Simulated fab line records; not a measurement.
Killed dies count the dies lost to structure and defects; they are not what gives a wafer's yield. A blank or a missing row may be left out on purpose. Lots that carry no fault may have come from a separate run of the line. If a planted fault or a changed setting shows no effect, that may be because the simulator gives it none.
fab line records || flow berkeley-cmos170 || part 2 of 2: steps 24 to 33 of 33
record: {"lots": 5, "wafers": 15, "last-day": 12}
route steps=331 shown M2@286 V2@292 M3@309
lots that met no fault: from a run of the same line without faults
start-h: hours from the record's opening day to when the first of the lot's shown wafers began || wait-h: hours from the lot's prior step to this one || " the same as in the row above || L1.1+2: one row covering several wafers at once || - value missing, or start not given || * or withheld: withheld || < > ~ a bound
route shown NAME@n: NAME is a module with steps in the file, n the number in the route of the first one || usual: mean/standard deviation of fault-free wafers || same: alike in all rows || chamber/n: place in a boat || sites: readings site by site || _std_site: the values' standard deviation || _edge_site: mean of outer sites minus mean of inner sites || radius-mm: for every site, how far away it sits from the centre of the wafer || mask NAME#n: copy n || behind: the most recent tool/chamber to have shaped the wafer || hold: cause of the lot's hold/its duration in hours/its outcome || device: whichever transistor did not switch (one of n, p or np) || end of line: at the end of the route, the tests of the same wafers || for a step that has no rows: nothing shown but its recipe || killed: count of dies lost to structure and defects at first sort (not the wafer's yield) || map: a wafer's dies, x killed, . not, _ none there
set.NAME: the setting the step ran with; set.NAME@STEP: the setting that earlier step ran with || model.NAME: the simulator's own value behind a step, which no gauge read
certain route steps with their lots: each step a table, each wafer a row
services: when a tool's chamber went out of use (start-h, in hours from the record's first day, below 0 if earlier), for how many hours, and the reason
== steps ==
step: UCB170_M3_PRE_CLEAN_00
recipe: {"gas": "Ar", "preclean-etch-time-s": 60}
{"lot.wafer": "L077.3+4+6", "tool": "pvd-sputter-03", "chamber": "-", "start-h": 178.50, "wait-h": 0.1}
{"lot.wafer": "L087.4+5+6", "tool": "pvd-sputter-04", "chamber": "-", "start-h": 236.76, "wait-h": 0.0}
{"lot.wafer": "L096.1+5+6", "tool": "pvd-sputter-03", "chamber": "-", "start-h": 272.25, "wait-h": 0.1}
{"lot.wafer": "L095.2+4+6", "tool": "pvd-sputter-01", "chamber": "-", "start-h": 276.49, "wait-h": 0.1}
{"lot.wafer": "L097.1+4+5", "tool": "pvd-sputter-04", "chamber": "-", "start-h": 276.76, "wait-h": 0.1}
step: UCB170_M3_SPUTTER_01
recipe: {"material": "Al", "target-thk-nm": 900, "time-s": 120, "power-w": 6000, "chamber-pressure-pa": 0.5}
usual: {"throttle-valve-pct": "30.1/0.7"}
{"lot.wafer": "L077.3", "tool": "pvd-sputter-03", "chamber": "-", "start-h": 178.56, "wait-h": 0.0, "throttle-valve-pct": 29.5}
{"lot.wafer": "L077.4", "tool": "pvd-sputter-03", "chamber": "-", "start-h": 178.56, "wait-h": 0.0, "throttle-valve-pct": 29.2}
{"lot.wafer": "L077.6", "tool": "pvd-sputter-03", "chamber": "-", "start-h": 178.56, "wait-h": 0.0, "throttle-valve-pct": 29.7}
{"lot.wafer": "L087.4", "tool": "pvd-sputter-04", "chamber": "-", "start-h": 236.83, "wait-h": 0.0, "throttle-valve-pct": 30.1}
{"lot.wafer": "L087.5", "tool": "pvd-sputter-04", "chamber": "-", "start-h": 236.83, "wait-h": 0.0, "throttle-valve-pct": 30.7}
{"lot.wafer": "L087.6", "tool": "pvd-sputter-04", "chamber": "-", "start-h": 236.83, "wait-h": 0.0, "throttle-valve-pct": 29.9}
{"lot.wafer": "L096.1", "tool": "pvd-sputter-03", "chamber": "-", "start-h": 272.32, "wait-h": 0.0, "throttle-valve-pct": 29.8}
{"lot.wafer": "L096.5", "tool": "pvd-sputter-03", "chamber": "-", "start-h": 272.32, "wait-h": 0.0, "throttle-valve-pct": 29.8}
{"lot.wafer": "L096.6", "tool": "pvd-sputter-03", "chamber": "-", "start-h": 272.32, "wait-h": 0.0, "throttle-valve-pct": 29.6}
{"lot.wafer": "L095.2", "tool": "pvd-sputter-01", "chamber": "-", "start-h": 276.55, "wait-h": 0.0, "throttle-valve-pct": 30.7}
{"lot.wafer": "L095.4", "tool": "pvd-sputter-01", "chamber": "-", "start-h": 276.55, "wait-h": 0.0, "throttle-valve-pct": 30.1}
{"lot.wafer": "L095.6", "tool": "pvd-sputter-01", "chamber": "-", "start-h": 276.55, "wait-h": 0.0, "throttle-valve-pct": 30.0}
{"lot.wafer": "L097.1", "tool": "pvd-sputter-04", "chamber": "-", "start-h": 276.83, "wait-h": 0.0, "throttle-valve-pct": 31.4}
{"lot.wafer": "L097.4", "tool": "pvd-sputter-04", "chamber": "-", "start-h": 276.83, "wait-h": 0.0, "throttle-valve-pct": 30.8}
{"lot.wafer": "L097.5", "tool": "pvd-sputter-04", "chamber": "-", "start-h": 276.83, "wait-h": 0.0, "throttle-valve-pct": 30.6}
step: UCB170_M3_RS_MEAS_02
recipe: {"thk-meas-gauge": "four-point-probe", "reads": "Al_of_M3_SPUTTER_01"}
usual: {"M3_AL_RS": "0.0324/0.00033"}
{"lot.wafer": "L077.3", "tool": "film-metro-03", "chamber": "-", "start-h": 178.69, "wait-h": 0.1, "M3_AL_RS[ohm/sq]": 0.0322}
{"lot.wafer": "L077.4", "tool": "film-metro-03", "chamber": "-", "start-h": 178.69, "wait-h": 0.1, "M3_AL_RS[ohm/sq]": 0.0322}
{"lot.wafer": "L077.6", "tool": "film-metro-03", "chamber": "-", "start-h": 178.69, "wait-h": 0.1, "M3_AL_RS[ohm/sq]": 0.0321}
{"lot.wafer": "L087.4", "tool": "film-metro-01", "chamber": "-", "start-h": 236.98, "wait-h": 0.1, "M3_AL_RS[ohm/sq]": 0.0323}
{"lot.wafer": "L087.5", "tool": "film-metro-01", "chamber": "-", "start-h": 236.98, "wait-h": 0.1, "M3_AL_RS[ohm/sq]": 0.0323}
{"lot.wafer": "L087.6", "tool": "film-metro-01", "chamber": "-", "start-h": 236.98, "wait-h": 0.1, "M3_AL_RS[ohm/sq]": 0.0326}
{"lot.wafer": "L096.1", "tool": "film-metro-01", "chamber": "-", "start-h": 272.40, "wait-h": 0.0, "M3_AL_RS[ohm/sq]": 0.0323}
{"lot.wafer": "L096.5", "tool": "film-metro-01", "chamber": "-", "start-h": 272.40, "wait-h": 0.0, "M3_AL_RS[ohm/sq]": 0.0327}
{"lot.wafer": "L096.6", "tool": "film-metro-01", "chamber": "-", "start-h": 272.40, "wait-h": 0.0, "M3_AL_RS[ohm/sq]": 0.0323}
{"lot.wafer": "L095.2", "tool": "film-metro-02", "chamber": "-", "start-h": 276.66, "wait-h": 0.1, "M3_AL_RS[ohm/sq]": 0.0326}
{"lot.wafer": "L095.4", "tool": "film-metro-02", "chamber": "-", "start-h": 276.66, "wait-h": 0.1, "M3_AL_RS[ohm/sq]": 0.0325}
{"lot.wafer": "L095.6", "tool": "film-metro-02", "chamber": "-", "start-h": 276.66, "wait-h": 0.1, "M3_AL_RS[ohm/sq]": 0.0328}
{"lot.wafer": "L097.1", "tool": "film-metro-01", "chamber": "-", "start-h": 276.91, "wait-h": 0.0, "M3_AL_RS[ohm/sq]": 0.0321}
{"lot.wafer": "L097.4", "tool": "film-metro-01", "chamber": "-", "start-h": 276.91, "wait-h": 0.0, "M3_AL_RS[ohm/sq]": 0.0325}
{"lot.wafer": "L097.5", "tool": "film-metro-01", "chamber": "-", "start-h": 276.91, "wait-h": 0.0, "M3_AL_RS[ohm/sq]": 0.0325}
step: UCB170_M3_THK_MEAS_03
recipe: {"thk-meas-gauge": "xrf", "reads": "Al_of_M3_SPUTTER_01"}
usual: {"M3_AL_THK": "909/9.4"}
{"lot.wafer": "L077.3", "tool": "film-metro-03", "chamber": "-", "start-h": 178.79, "wait-h": 0.1, "M3_AL_THK[nm]": 921}
{"lot.wafer": "L077.4", "tool": "film-metro-03", "chamber": "-", "start-h": 178.79, "wait-h": 0.1, "M3_AL_THK[nm]": 915}
{"lot.wafer": "L077.6", "tool": "film-metro-03", "chamber": "-", "start-h": 178.79, "wait-h": 0.1, "M3_AL_THK[nm]": 920}
{"lot.wafer": "L087.4", "tool": "film-metro-01", "chamber": "-", "start-h": 237.07, "wait-h": 0.1, "M3_AL_THK[nm]": 910}
{"lot.wafer": "L087.5", "tool": "film-metro-01", "chamber": "-", "start-h": 237.07, "wait-h": 0.1, "M3_AL_THK[nm]": 913}
{"lot.wafer": "L087.6", "tool": "film-metro-01", "chamber": "-", "start-h": 237.07, "wait-h": 0.1, "M3_AL_THK[nm]": 904}
{"lot.wafer": "L096.1", "tool": "film-metro-01", "chamber": "-", "start-h": 272.52, "wait-h": 0.1, "M3_AL_THK[nm]": 909}
{"lot.wafer": "L096.5", "tool": "film-metro-01", "chamber": "-", "start-h": 272.52, "wait-h": 0.1, "M3_AL_THK[nm]": 893}
{"lot.wafer": "L096.6", "tool": "film-metro-01", "chamber": "-", "start-h": 272.52, "wait-h": 0.1, "M3_AL_THK[nm]": 910}
{"lot.wafer": "L095.2", "tool": "film-metro-02", "chamber": "-", "start-h": 276.77, "wait-h": 0.1, "M3_AL_THK[nm]": 905}
{"lot.wafer": "L095.4", "tool": "film-metro-02", "chamber": "-", "start-h": 276.77, "wait-h": 0.1, "M3_AL_THK[nm]": 905}
{"lot.wafer": "L095.6", "tool": "film-metro-02", "chamber": "-", "start-h": 276.77, "wait-h": 0.1, "M3_AL_THK[nm]": 894}
{"lot.wafer": "L097.1", "tool": "film-metro-01", "chamber": "-", "start-h": 277.03, "wait-h": 0.1, "M3_AL_THK[nm]": 918}
{"lot.wafer": "L097.4", "tool": "film-metro-01", "chamber": "-", "start-h": 277.03, "wait-h": 0.1, "M3_AL_THK[nm]": 901}
{"lot.wafer": "L097.5", "tool": "film-metro-01", "chamber": "-", "start-h": 277.03, "wait-h": 0.1, "M3_AL_THK[nm]": 901}
step: UCB170_M3_HMDS_04
recipe: {"prime-time-s": 60, "prime-temp-c": 100}
usual: {"exhaust-pa": "45.2/0.94", "prime-temp-c": "99.98/0.14"}
{"lot.wafer": "L077.3", "tool": "litho-track-01", "chamber": 0, "start-h": 178.94, "wait-h": 0.1, "exhaust-pa": 45.5, "prime-temp-c": 100.01}
{"lot.wafer": "L077.4", "tool": "litho-track-01", "chamber": 0, "start-h": 178.94, "wait-h": 0.1, "exhaust-pa": 44.4, "prime-temp-c": 99.80}
{"lot.wafer": "L077.6", "tool": "litho-track-01", "chamber": 0, "start-h": 178.94, "wait-h": 0.1, "exhaust-pa": 45.2, "prime-temp-c": 100.11}
{"lot.wafer": "L087.4", "tool": "litho-track-04", "chamber": 0, "start-h": 237.17, "wait-h": 0.1, "exhaust-pa": 45.5, "prime-temp-c": 99.94}
{"lot.wafer": "L087.5", "tool": "litho-track-04", "chamber": 0, "start-h": 237.17, "wait-h": 0.1, "exhaust-pa": 46.2, "prime-temp-c": 99.68}
{"lot.wafer": "L087.6", "tool": "litho-track-04", "chamber": 0, "start-h": 237.17, "wait-h": 0.1, "exhaust-pa": 45.8, "prime-temp-c": 100.16}
{"lot.wafer": "L096.1", "tool": "litho-track-01", "chamber": 0, "start-h": 272.61, "wait-h": 0.1, "exhaust-pa": 45.5, "prime-temp-c": 99.98}
{"lot.wafer": "L096.5", "tool": "litho-track-01", "chamber": 0, "start-h": 272.61, "wait-h": 0.1, "exhaust-pa": 45.4, "prime-temp-c": 99.91}
{"lot.wafer": "L096.6", "tool": "litho-track-01", "chamber": 0, "start-h": 272.61, "wait-h": 0.1, "exhaust-pa": 45.0, "prime-temp-c": 100.01}
{"lot.wafer": "L095.2", "tool": "litho-track-01", "chamber": 0, "start-h": 277.05, "wait-h": 0.3, "exhaust-pa": 43.8, "prime-temp-c": 100.05}
{"lot.wafer": "L095.4", "tool": "litho-track-01", "chamber": 0, "start-h": 277.05, "wait-h": 0.3, "exhaust-pa": 45.8, "prime-temp-c": 99.92}
{"lot.wafer": "L095.6", "tool": "litho-track-01", "chamber": 0, "start-h": 277.05, "wait-h": 0.3, "exhaust-pa": 45.4, "prime-temp-c": 99.93}
{"lot.wafer": "L097.1", "tool": "litho-track-03", "chamber": 0, "start-h": 277.65, "wait-h": 0.6, "exhaust-pa": 44.3, "prime-temp-c": 99.90}
{"lot.wafer": "L097.4", "tool": "litho-track-03", "chamber": 0, "start-h": 277.65, "wait-h": 0.6, "exhaust-pa": 45.5, "prime-temp-c": 99.76}
{"lot.wafer": "L097.5", "tool": "litho-track-03", "chamber": 0, "start-h": 277.65, "wait-h": 0.6, "exhaust-pa": 45.9, "prime-temp-c": 100.00}
step: UCB170_M3_COAT_05
recipe: {"resist": "KrF", "spin-rpm": 1500, "resist-thk-nm": 900}
usual: {"exhaust-pa": "45.0/0.75"}
{"lot.wafer": "L077.3", "tool": "litho-track-01", "chamber": 0, "start-h": 179.09, "wait-h": 0.1, "exhaust-pa": 44.9}
{"lot.wafer": "L077.4", "tool": "litho-track-01", "chamber": 0, "start-h": 179.09, "wait-h": 0.1, "exhaust-pa": 45.8}
{"lot.wafer": "L077.6", "tool": "litho-track-01", "chamber": 0, "start-h": 179.09, "wait-h": 0.1, "exhaust-pa": 45.5}
{"lot.wafer": "L087.4", "tool": "litho-track-04", "chamber": 0, "start-h": 237.32, "wait-h": 0.1, "exhaust-pa": 46.3}
{"lot.wafer": "L087.5", "tool": "litho-track-04", "chamber": 0, "start-h": 237.32, "wait-h": 0.1, "exhaust-pa": 46.6}
{"lot.wafer": "L087.6", "tool": "litho-track-04", "chamber": 0, "start-h": 237.32, "wait-h": 0.1, "exhaust-pa": 45.6}
{"lot.wafer": "L096.1", "tool": "litho-track-01", "chamber": 0, "start-h": 272.76, "wait-h": 0.1, "exhaust-pa": 46.1}
{"lot.wafer": "L096.5", "tool": "litho-track-01", "chamber": 0, "start-h": 272.76, "wait-h": 0.1, "exhaust-pa": 45.5}
{"lot.wafer": "L096.6", "tool": "litho-track-01", "chamber": 0, "start-h": 272.76, "wait-h": 0.1, "exhaust-pa": 44.9}
{"lot.wafer": "L095.2", "tool": "litho-track-01", "chamber": 0, "start-h": 277.20, "wait-h": 0.1, "exhaust-pa": 44.7}
{"lot.wafer": "L095.4", "tool": "litho-track-01", "chamber": 0, "start-h": 277.20, "wait-h": 0.1, "exhaust-pa": 45.3}
{"lot.wafer": "L095.6", "tool": "litho-track-01", "chamber": 0, "start-h": 277.20, "wait-h": 0.1, "exhaust-pa": 42.9}
{"lot.wafer": "L097.1", "tool": "litho-track-03", "chamber": 0, "start-h": 277.80, "wait-h": 0.1, "exhaust-pa": 43.9}
{"lot.wafer": "L097.4", "tool": "litho-track-03", "chamber": 0, "start-h": 277.80, "wait-h": 0.1, "exhaust-pa": 44.0}
{"lot.wafer": "L097.5", "tool": "litho-track-03", "chamber": 0, "start-h": 277.80, "wait-h": 0.1, "exhaust-pa": 44.2}
step: UCB170_M3_SOFTBAKE_06
recipe: {"resist": "KrF", "temp-c": 130, "time-s": 60}
usual: {"exhaust-pa": "44.9/0.93"}
{"lot.wafer": "L077.3", "tool": "litho-track-01", "chamber": 0, "start-h": 179.24, "wait-h": 0.1, "exhaust-pa": 44.7}
{"lot.wafer": "L077.4", "tool": "litho-track-01", "chamber": 0, "start-h": 179.24, "wait-h": 0.1, "exhaust-pa": 45.9}
{"lot.wafer": "L077.6", "tool": "litho-track-01", "chamber": 0, "start-h": 179.24, "wait-h": 0.1, "exhaust-pa": 46.1}
{"lot.wafer": "L087.4", "tool": "litho-track-04", "chamber": 0, "start-h": 237.47, "wait-h": 0.1, "exhaust-pa": 45.6}
{"lot.wafer": "L087.5", "tool": "litho-track-04", "chamber": 0, "start-h": 237.47, "wait-h": 0.1, "exhaust-pa": 46.0}
{"lot.wafer": "L087.6", "tool": "litho-track-04", "chamber": 0, "start-h": 237.47, "wait-h": 0.1, "exhaust-pa": 45.7}
{"lot.wafer": "L096.1", "tool": "litho-track-01", "chamber": 0, "start-h": 272.91, "wait-h": 0.1, "exhaust-pa": 44.5}
{"lot.wafer": "L096.5", "tool": "litho-track-01", "chamber": 0, "start-h": 272.91, "wait-h": 0.1, "exhaust-pa": 45.1}
{"lot.wafer": "L096.6", "tool": "litho-track-01", "chamber": 0, "start-h": 272.91, "wait-h": 0.1, "exhaust-pa": 43.5}
{"lot.wafer": "L095.2", "tool": "litho-track-01", "chamber": 0, "start-h": 277.35, "wait-h": 0.1, "exhaust-pa": 45.3}
{"lot.wafer": "L095.4", "tool": "litho-track-01", "chamber": 0, "start-h": 277.35, "wait-h": 0.1, "exhaust-pa": 45.0}
{"lot.wafer": "L095.6", "tool": "litho-track-01", "chamber": 0, "start-h": 277.35, "wait-h": 0.1, "exhaust-pa": 45.0}
{"lot.wafer": "L097.1", "tool": "litho-track-03", "chamber": 0, "start-h": 277.95, "wait-h": 0.1, "exhaust-pa": 45.4}
{"lot.wafer": "L097.4", "tool": "litho-track-03", "chamber": 0, "start-h": 277.95, "wait-h": 0.1, "exhaust-pa": 45.6}
{"lot.wafer": "L097.5", "tool": "litho-track-03", "chamber": 0, "start-h": 277.95, "wait-h": 0.1, "exhaust-pa": 45.0}
step: UCB170_M3_STRIP_07
recipe: {"chemistry": "O2", "power-w": 400, "pressure-mtorr": 3500, "platen-temp-c": "withheld", "o2-flow-sccm": 400, "overash-fraction": 0.5}
usual: {"drypump-motor-current-A": "5.6/0.44", "o2-flow-sccm": "400.1/1.2", "oes-product-au": "0.734/0.0043", "strip-time-to-endpoint-s": "22.00/0.07"}
{"lot.wafer": "L077.3", "tool": "plasma-asher-03", "chamber": 1, "start-h": 179.37, "wait-h": 0.1, "drypump-motor-current-A": 5.9, "o2-flow-sccm": 399.4, "oes-product-au": 0.733, "rf-hours-counter-h": "-", "strip-time-to-endpoint-s": 22.05}
{"lot.wafer": "L077.4", "tool": "plasma-asher-03", "chamber": 0, "start-h": 179.37, "wait-h": 0.1, "drypump-motor-current-A": 5.7, "o2-flow-sccm": 400.7, "oes-product-au": 0.735, "rf-hours-counter-h": "-", "strip-time-to-endpoint-s": 22.06}
{"lot.wafer": "L077.6", "tool": "plasma-asher-03", "chamber": 1, "start-h": 179.37, "wait-h": 0.1, "drypump-motor-current-A": 6.0, "o2-flow-sccm": 398.7, "oes-product-au": 0.735, "rf-hours-counter-h": "-", "strip-time-to-endpoint-s": 22.02}
{"lot.wafer": "L087.4", "tool": "plasma-asher-04", "chamber": 0, "start-h": 237.58, "wait-h": 0.1, "drypump-motor-current-A": 5.4, "o2-flow-sccm": 399.7, "oes-product-au": 0.732, "rf-hours-counter-h": "-", "strip-time-to-endpoint-s": 21.97}
{"lot.wafer": "L087.5", "tool": "plasma-asher-04", "chamber": 0, "start-h": 237.58, "wait-h": 0.1, "drypump-motor-current-A": 5.4, "o2-flow-sccm": 399.1, "oes-product-au": 0.727, "rf-hours-counter-h": "-", "strip-time-to-endpoint-s": 21.99}
{"lot.wafer": "L087.6", "tool": "plasma-asher-04", "chamber": 1, "start-h": 237.58, "wait-h": 0.1, "drypump-motor-current-A": 5.2, "o2-flow-sccm": 399.6, "oes-product-au": 0.738, "rf-hours-counter-h": "-", "strip-time-to-endpoint-s": 22.00}
{"lot.wafer": "L096.1", "tool": "plasma-asher-01", "chamber": 0, "start-h": 273.06, "wait-h": 0.1, "drypump-motor-current-A": 5.1, "o2-flow-sccm": 401.7, "oes-product-au": 0.731, "rf-hours-counter-h": 18, "strip-time-to-endpoint-s": 21.99}
{"lot.wafer": "L096.5", "tool": "plasma-asher-01", "chamber": 0, "start-h": 273.06, "wait-h": 0.1, "drypump-motor-current-A": 5.1, "o2-flow-sccm": 399.0, "oes-product-au": 0.732, "rf-hours-counter-h": "-", "strip-time-to-endpoint-s": 21.94}
{"lot.wafer": "L096.6", "tool": "plasma-asher-01", "chamber": 1, "start-h": 273.06, "wait-h": 0.1, "drypump-motor-current-A": 6.2, "o2-flow-sccm": 399.8, "oes-product-au": 0.731, "rf-hours-counter-h": "-", "strip-time-to-endpoint-s": 21.99}
{"lot.wafer": "L095.2", "tool": "plasma-asher-01", "chamber": 1, "start-h": 277.48, "wait-h": 0.1, "drypump-motor-current-A": 6.3, "o2-flow-sccm": 398.5, "oes-product-au": 0.737, "rf-hours-counter-h": 19, "strip-time-to-endpoint-s": 22.03}
{"lot.wafer": "L095.4", "tool": "plasma-asher-01", "chamber": 1, "start-h": 277.48, "wait-h": 0.1, "drypump-motor-current-A": 6.2, "o2-flow-sccm": 398.9, "oes-product-au": 0.730, "rf-hours-counter-h": "-", "strip-time-to-endpoint-s": 22.02}
{"lot.wafer": "L095.6", "tool": "plasma-asher-01", "chamber": 1, "start-h": 277.48, "wait-h": 0.1, "drypump-motor-current-A": 6.2, "o2-flow-sccm": 399.5, "oes-product-au": 0.735, "rf-hours-counter-h": "-", "strip-time-to-endpoint-s": 22.05}
{"lot.wafer": "L097.1", "tool": "plasma-asher-01", "chamber": 0, "start-h": 278.10, "wait-h": 0.1, "drypump-motor-current-A": 5.1, "o2-flow-sccm": 401.4, "oes-product-au": 0.732, "rf-hours-counter-h": 19, "strip-time-to-endpoint-s": 22.02}
{"lot.wafer": "L097.4", "tool": "plasma-asher-01", "chamber": 0, "start-h": 278.10, "wait-h": 0.1, "drypump-motor-current-A": 5.1, "o2-flow-sccm": 402.6, "oes-product-au": 0.731, "rf-hours-counter-h": "-", "strip-time-to-endpoint-s": 21.93}
{"lot.wafer": "L097.5", "tool": "plasma-asher-01", "chamber": 0, "start-h": 278.10, "wait-h": 0.1, "drypump-motor-current-A": 5.1, "o2-flow-sccm": 401.2, "oes-product-au": 0.726, "rf-hours-counter-h": "-", "strip-time-to-endpoint-s": 21.96}
step: UCB170_M3_STRIP_08
recipe: {"chemistry": "DMSO", "temp-c": 80, "time-s": 600, "material": "KrF"}
{"lot.wafer": "L077.3+4+6", "tool": "wet-bench-04", "chamber": 0, "start-h": 179.56, "wait-h": 0.2}
{"lot.wafer": "L087.4+5+6", "tool": "wet-bench-04", "chamber": 0, "start-h": 237.70, "wait-h": 0.1}
{"lot.wafer": "L096.1+5+6", "tool": "wet-bench-04", "chamber": 2, "start-h": 273.16, "wait-h": 0.1}
{"lot.wafer": "L095.2+4+6", "tool": "wet-bench-03", "chamber": 3, "start-h": 280.69, "wait-h": 3.2}
{"lot.wafer": "L097.1+4+5", "tool": "wet-bench-03", "chamber": 2, "start-h": 280.69, "wait-h": 2.6}
step: UCB170_M3_COAT_09
recipe: {"resist": "BARC", "temp-c": "withheld", "time-s": "withheld", "spin-rpm": 3000, "resist-thk-nm": "withheld"}
usual: {"exhaust-pa": "44.7/0.96"}
{"lot.wafer": "L077.3", "tool": "litho-track-01", "chamber": 0, "start-h": 180.09, "wait-h": 0.3, "exhaust-pa": 45.2}
{"lot.wafer": "L077.4", "tool": "litho-track-01", "chamber": 0, "start-h": 180.09, "wait-h": 0.3, "exhaust-pa": 46.0}
{"lot.wafer": "L077.6", "tool": "litho-track-01", "chamber": 0, "start-h": 180.09, "wait-h": 0.3, "exhaust-pa": 43.3}
{"lot.wafer": "L087.4", "tool": "litho-track-01", "chamber": 0, "start-h": 238.32, "wait-h": 0.4, "exhaust-pa": 44.9}
{"lot.wafer": "L087.5", "tool": "litho-track-01", "chamber": 0, "start-h": 238.32, "wait-h": 0.4, "exhaust-pa": 44.2}
{"lot.wafer": "L087.6", "tool": "litho-track-01", "chamber": 0, "start-h": 238.32, "wait-h": 0.4, "exhaust-pa": 43.6}
{"lot.wafer": "L096.1", "tool": "litho-track-04", "chamber": 0, "start-h": 273.46, "wait-h": 0.1, "exhaust-pa": 44.4}
{"lot.wafer": "L096.5", "tool": "litho-track-04", "chamber": 0, "start-h": 273.46, "wait-h": 0.1, "exhaust-pa": 43.9}
{"lot.wafer": "L096.6", "tool": "litho-track-04", "chamber": 0, "start-h": 273.46, "wait-h": 0.1, "exhaust-pa": 44.5}
{"lot.wafer": "L097.1", "tool": "litho-track-01", "chamber": 0, "start-h": 280.87, "wait-h": 0.0, "exhaust-pa": 45.6}
{"lot.wafer": "L097.4", "tool": "litho-track-01", "chamber": 0, "start-h": 280.87, "wait-h": 0.0, "exhaust-pa": 45.5}
{"lot.wafer": "L097.5", "tool": "litho-track-01", "chamber": 0, "start-h": 280.87, "wait-h": 0.0, "exhaust-pa": 45.5}
{"lot.wafer": "L095.2", "tool": "litho-track-04", "chamber": 0, "start-h": 280.89, "wait-h": 0.0, "exhaust-pa": 46.7}
{"lot.wafer": "L095.4", "tool": "litho-track-04", "chamber": 0, "start-h": 280.89, "wait-h": 0.0, "exhaust-pa": 45.1}
{"lot.wafer": "L095.6", "tool": "litho-track-04", "chamber": 0, "start-h": 280.89, "wait-h": 0.0, "exhaust-pa": 44.9}
== services ==
{"tool": "krf-scanner-01", "chamber": "-", "start-h": 151.63, "hours": 0.8, "kind": "pm"}
{"tool": "krf-scanner-01", "chamber": "-", "start-h": 152.38, "hours": 4.4, "kind": "pm"}
{"tool": "pecvd-04", "chamber": "-", "start-h": 160.07, "hours": 11.3, "kind": "repair"}
{"tool": "krf-scanner-02", "chamber": "-", "start-h": 163.27, "hours": 0.8, "kind": "repair"}
{"tool": "krf-scanner-02", "chamber": "-", "start-h": 170.00, "hours": 0.8, "kind": "pm"}
{"tool": "pecvd-04", "chamber": 2, "start-h": 170.85, "hours": 17.2, "kind": "repair"}
{"tool": "pvd-sputter-03", "chamber": "-", "start-h": 173.29, "hours": 4.3, "kind": "repair"}
{"tool": "cmp-02", "chamber": "-", "start-h": 173.47, "hours": 1.3, "kind": "repair"}
{"tool": "cmp-01", "chamber": "-", "start-h": 174.25, "hours": 1.9, "kind": "repair"}
{"tool": "pvd-sputter-03", "chamber": "-", "start-h": 182.94, "hours": 12.2, "kind": "repair"}
{"tool": "rie-diel-02", "chamber": 3, "start-h": 188.18, "hours": 9.8, "kind": "repair"}
{"tool": "pecvd-04", "chamber": 2, "start-h": 196.51, "hours": 7.1, "kind": "repair"}
{"tool": "rie-diel-01", "chamber": "-", "start-h": 201.42, "hours": 14.6, "kind": "pm"}
{"tool": "krf-scanner-02", "chamber": "-", "start-h": 203.30, "hours": 1.0, "kind": "pm"}
{"tool": "cmp-02", "chamber": "-", "start-h": 204.55, "hours": 1.7, "kind": "repair"}
{"tool": "pecvd-04", "chamber": 0, "start-h": 208.29, "hours": 12.7, "kind": "repair"}
{"tool": "krf-scanner-02", "chamber": "-", "start-h": 210.45, "hours": 1.3, "kind": "pm"}
{"tool": "rie-diel-01", "chamber": 2, "start-h": 227.31, "hours": 22.2, "kind": "repair"}
{"tool": "krf-scanner-02", "chamber": "-", "start-h": 228.55, "hours": 6.2, "kind": "repair"}
{"tool": "cmp-02", "chamber": "-", "start-h": 235.08, "hours": 4.0, "kind": "pm"}
{"tool": "pecvd-04", "chamber": "-", "start-h": 242.50, "hours": 14.0, "kind": "pm"}
{"tool": "plasma-asher-01", "chamber": "-", "start-h": 246.68, "hours": 1.2, "kind": "repair"}
{"tool": "cmp-02", "chamber": "-", "start-h": 258.35, "hours": 7.4, "kind": "pm"}
{"tool": "cmp-02", "chamber": "-", "start-h": 278.80, "hours": 3.7, "kind": "repair"}
